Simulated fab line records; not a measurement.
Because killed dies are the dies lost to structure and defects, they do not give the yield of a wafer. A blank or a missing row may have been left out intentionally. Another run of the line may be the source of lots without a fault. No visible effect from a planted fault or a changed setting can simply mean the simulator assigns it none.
Struck lot and sound lot, side by side | flow berkeley-cmos170 | 21 out of 331 route steps
Sound: these wafers, L170.2, L170.3, L170.4. Struck: wafers L177.2, L177.3, L177.5. The cause is given at the end.
Per side, at each step with rows, come the tool, then ch with its chambers, and then its first start. Under that, the readings that differ: sound wafers | struck wafers | difference of the means | sigmas: that difference in standard deviations of wafers without a fault.
alike: same words and numbers on both sides, and readings whose means sit less than 2 such deviations apart. not compared: any withheld reading, any reading some wafer has no value for, any bound like >300 that may hide the same value, and any number with overlapping values for which the record gives no deviation.
A row with sigmas, a row that says differs or no value, or rows on one side alone: a step with any of these is where the two part. When numbers do not overlap yet have no deviation, they are printed without sigmas and do not part them. Lack of a reading on every wafer of one side parts them only where that side has two or more wafers.

UCB170_PSD_STRIP_09: strips in O2.
  sound on plasma-asher-03 ch 0,1, day 8 12:00; struck on plasma-asher-03 ch 0,1, day 9 20:50
  reading                      | sound             | struck            | difference | sigmas
  strip-time-to-endpoint-s (s) | 29.54 29.59 29.57 | 29.34 29.38 29.44 | -0.18      | -2
  alike: chamber-pressure-mTorr, drypump-motor-current-A, oes-product-au
  not compared: rf-hours-counter-h
UCB170_PSD_TW_MEAS_10:
  sound on film-metro-02, day 8 12:07; struck on film-metro-04, day 9 20:56
  reading | sound          | struck         | difference | sigmas
  PSD_TW  | 2291 2295 2292 | 2353 2339 2360 | +58        | +2
then, 7 steps without rows for these wafers: UCB170_PSD_CLEAN_11 (cleans in SPM, time 600 s); UCB170_NSD_HMDS_00 (prime time 60 s); UCB170_NSD_COAT_01 (resist thk 900 nm); UCB170_NSD_SOFTBAKE_02 (time 60 s); UCB170_NSD_EXPOSE_03 (exposes mask NSELECT MOD, target cd 1200 nm); UCB170_NSD_PEB_04; UCB170_NSD_DEVELOP_05 (develop time 45 s).
UCB170_NSD_CD_MEAS_06: the cd target is 1200 nm.
  sound on cd-sem-01, day 8 13:41; struck on cd-sem-01, day 10 00:20
  alike: cd-nm
UCB170_NSD_OVL_MEAS_07:
  sound on overlay-01, day 8 13:47; struck on overlay-01, day 10 00:27
  alike: NSD_OVL
next, for these wafers, 1 step has no rows: UCB170_NSD_IMPLANT_08.
UCB170_NSD_STRIP_09: strips in O2.
  sound on plasma-asher-01 ch 0,1, day 8 13:58; struck on plasma-asher-03 ch 0,1, day 10 00:38
  no value came back on the struck wafers for chamber-pressure-mTorr (mTorr), drypump-motor-current-A (A), oes-product-au (a.u.), strip-time-to-endpoint-s (s); on the sound wafers chamber-pressure-mTorr (mTorr) reads 3498.0 3507.5 3497.5
  reading                              | sound | struck            | difference | sigmas
  model.KrF_of_NSD_COAT_01.thk-nm (nm) | 0 0 0 | 885.3 887.2 888.2 | +886.9     |
  not compared: rf-hours-counter-h
UCB170_NSD_TW_MEAS_10:
  sound on film-metro-02, day 8 14:05; struck on film-metro-01, day 10 00:44
  alike: NSD_TW
then, 4 steps without rows for these wafers: UCB170_NSD_CLEAN_11 (cleans in SPM, time 600 s); UCB170_BACKSIDE_HMDS_00 (prime time 60 s); UCB170_BACKSIDE_COAT_01 (resist thk 900 nm); UCB170_BACKSIDE_SOFTBAKE_02 (time 60 s).
UCB170_BACKSIDE_STRIP_03: strips in O2.
  sound on plasma-asher-04 ch 0,1, day 8 15:01; struck on plasma-asher-01 ch 0,1, day 10 01:30
  reading                      | sound             | struck            | difference | sigmas
  strip-time-to-endpoint-s (s) | 21.98 21.99 21.99 | 48.26 48.28 48.41 | +26.33     | +99 or more
  alike: chamber-pressure-mTorr, drypump-motor-current-A, oes-product-au
  not compared: rf-hours-counter-h
then, 1 step without rows for these wafers: UCB170_BACKSIDE_CLEAN_04 (cleans in SPM, time 600 s).
UCB170_M3_PROBE_99:
  rows exist in the record for the sound wafers here (prober-01, day 9 16:46), none for the struck ones

WHERE THEY PART
Last at UCB170_M3_PROBE_99 as far as this record goes, first at UCB170_PSD_STRIP_09.

WHY: what had been put in by the simulator
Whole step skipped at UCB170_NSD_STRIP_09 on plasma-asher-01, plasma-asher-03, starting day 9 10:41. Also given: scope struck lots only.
